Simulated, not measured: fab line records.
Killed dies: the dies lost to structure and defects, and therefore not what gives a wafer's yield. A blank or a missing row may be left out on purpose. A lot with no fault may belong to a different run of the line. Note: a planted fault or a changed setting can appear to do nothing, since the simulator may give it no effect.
Chamber matching	flow berkeley-cmos170	UCB170_V1_CVD_00 on pecvd-01: 3 sister chambers
The step deposits SiO2 from TEOS/O2, target thk 2000 nm, time 250 s. 14 wafers are shown with their chamber, then 7 later ones without.

EACH WAFER AND ITS CHAMBER
wafer	chamber	heater-power-w (W)	rf-fwd-power-W (W)
L921.2	2	291	550.0
L921.4	2	209	547.8
L921.6	1	264	550.1
L922.3	0	257	547.7
L922.4	1	256	548.8
L922.5	2	293	550.0
L938.2	1	324	546.8
L938.3	2	301	549.7
L938.6	2	208	548.6
L937.2	0	317	549.5
L937.4	1	371	546.3
L937.5	0	230	549.6
L939.1	0	239	546.8
L939.2	1	338	545.6

SIGNATURES (means of the wafers above)
reading	chamber 0	chamber 1	chamber 2	scatter within a chamber
heater-power-w	260.75	310.60	260.40	46.1
rf-fwd-power-W	548.400	547.520	549.220	1.46
Rule: for a wafer and a chamber, the distance is found by dividing, reading by reading, the gap between the wafer's reading and the chamber's mean by the reading's scatter, squaring, summing and taking the root. If the next closest chamber is less than 2 further off than the closest, the wafer can't be placed; otherwise it belongs to the closest. The scatter: the root of (the sum of the squares of (reading less its chamber's mean) over the shown wafers, divided by (wafers less chambers)).

WAFERS WHOSE CHAMBER IS MISSING
wafer	heater-power-w (W)	rf-fwd-power-W (W)
L939.6	206	550.0
L942.1	301	548.2
L942.5	210	550.1
L942.6	265	547.6
L944.1	351	546.3
L944.2	282	545.5
L944.4	318	548.5

WHICH CHAMBER EACH WENT THROUGH
wafer	from the rows above	in truth
L939.6	can't be placed: 2 or 0 or 1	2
L942.1	can't be placed: 1 or 0 or 2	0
L942.5	can't be placed: 2 or 0 or 1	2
L942.6	can't be placed: 0 or 1 or 2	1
L944.1	can't be placed: 1 or 0 or 2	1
L944.2	can't be placed: 1 or 0 or 2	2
L944.4	can't be placed: 1 or 0 or 2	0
Correctly placed: 0 of 7. From these rows, 7 cannot be placed; in 7 the true chamber is one of the candidates. Number placed wrongly: 0.
